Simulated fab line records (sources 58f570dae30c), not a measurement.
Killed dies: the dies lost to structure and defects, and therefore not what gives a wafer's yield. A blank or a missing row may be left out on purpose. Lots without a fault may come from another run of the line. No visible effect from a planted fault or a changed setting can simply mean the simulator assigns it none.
Which of the tools did it? | flow berkeley-cmos170 | 7 lots, 21 wafers sampled, at 5 steps of a route of 331

== WHAT THE GAUGES READ, wafer by wafer ==
UCB170_M3_CD_MEAS_90: the cd target is 700 nm.
lot  | measured     | on        | cd-nm (nm)
L390 | day 9 11:17  | cd-sem-02 | 697.0 700.7 700.8
L391 | day 9 10:15  | cd-sem-01 | 700.8 702.5 698.2
L394 | day 10 04:44 | cd-sem-01 | 699.5 698.6 697.1
L396 | day 10 07:46 | cd-sem-02 | 700.8 699.9 701.5
L399 | day 10 15:50 | cd-sem-02 | 699.2 697.8 701.8
L400 | day 10 16:22 | cd-sem-02 | 733.6 697.5 696.0
L407 | day 12 17:54 | cd-sem-02 | 700.7 698.7 704.4

== WHAT TOOL EACH LOT RAN ON (gives the tool, then ch and the chambers of the sampled wafers, and finally the start) ==
lot  | UCB170_CONTACT_RTA_08            | UCB170_M3_STRIP_07                   | UCB170_M3_METAL_ETCH_18           | UCB170_M3_STRIP_19
L390 | rtp-anneal-02 ch 0, day 8 12:18  | plasma-asher-02 ch 0,1, day 9 09:01  | rie-metal-02 ch 0,1, day 9 11:02  | plasma-asher-01 ch 0,1, day 9 11:11
L391 | rtp-anneal-01 ch 0, day 8 13:57  | plasma-asher-04 ch 0,1, day 9 07:38  | rie-metal-04 ch 0,1, day 9 09:58  | plasma-asher-01 ch 0,1, day 9 10:09
L394 | rtp-anneal-01 ch 0, day 9 12:01  | plasma-asher-01 ch 0,1, day 10 02:59 | rie-metal-02 ch 0,1, day 10 04:26 | plasma-asher-04 ch 0,1, day 10 04:38
L396 | rtp-anneal-01 ch 0, day 9 13:50  | plasma-asher-01 ch 0,1, day 10 05:15 | rie-metal-04 ch 0,1, day 10 07:31 | plasma-asher-02 ch 0,1, day 10 07:40
L399 | rtp-anneal-01 ch 0, day 9 20:11  | plasma-asher-02 ch 0,1, day 10 13:49 | rie-metal-04 ch 0, day 10 15:22   | plasma-asher-04 ch 0,1, day 10 15:44
L400 | rtp-anneal-02 ch 0, day 9 21:32  | plasma-asher-01 ch 0,1, day 10 14:28 | rie-metal-01 ch 0,1, day 10 16:05 | plasma-asher-04 ch 0,1, day 10 16:16
L407 | rtp-anneal-01 ch 0, day 12 01:37 | plasma-asher-01 ch 0, day 12 15:11   | rie-metal-02 ch 0,1, day 12 17:37 | plasma-asher-04 ch 1, day 12 17:48
- UCB170_CONTACT_RTA_08: time 10 s.
- UCB170_M3_STRIP_07: strips in O2.
- UCB170_M3_METAL_ETCH_18: etches Al in Cl2/BCl3, stops on SiO2, target depth 1170 nm, time 195 s.
- UCB170_M3_STRIP_19: strips in O2.

== THE ANSWER, worked out from the rows above alone ==
Rule: what is usual is taken from the lots themselves. Put in order of their means at a reading, lots are off if they are a third of the lots or fewer, leave a main group of 4 or more, and stand apart from it by a gap of 3 or more times the standard deviation of the main group's means; of several such gaps the widest counts. The tables above print the reading to a certain number of digits; a main group whose means all agree to those digits is not used. Also off: a lot with no number at a reading for which 4 or more lots have one. Where the step has rows for the other lots, those lots are counted as sound.
Off at UCB170_M3_CD_MEAS_90 (cd-nm): L400. The main group has a mean of 700.0 nm with a standard deviation of 0.95.
If a tool, at a process step before that reading, ran all the lots that are off and no sound lot after the first of them, it fits. The gauges at UCB170_M3_CD_MEAS_90 are tried like those tools. Can't be told from this: 2 tools fit, rtp-anneal-02 at UCB170_CONTACT_RTA_08, rie-metal-01 at UCB170_M3_METAL_ETCH_18.

== WHAT THE SIMULATOR HAD INSERTED ==
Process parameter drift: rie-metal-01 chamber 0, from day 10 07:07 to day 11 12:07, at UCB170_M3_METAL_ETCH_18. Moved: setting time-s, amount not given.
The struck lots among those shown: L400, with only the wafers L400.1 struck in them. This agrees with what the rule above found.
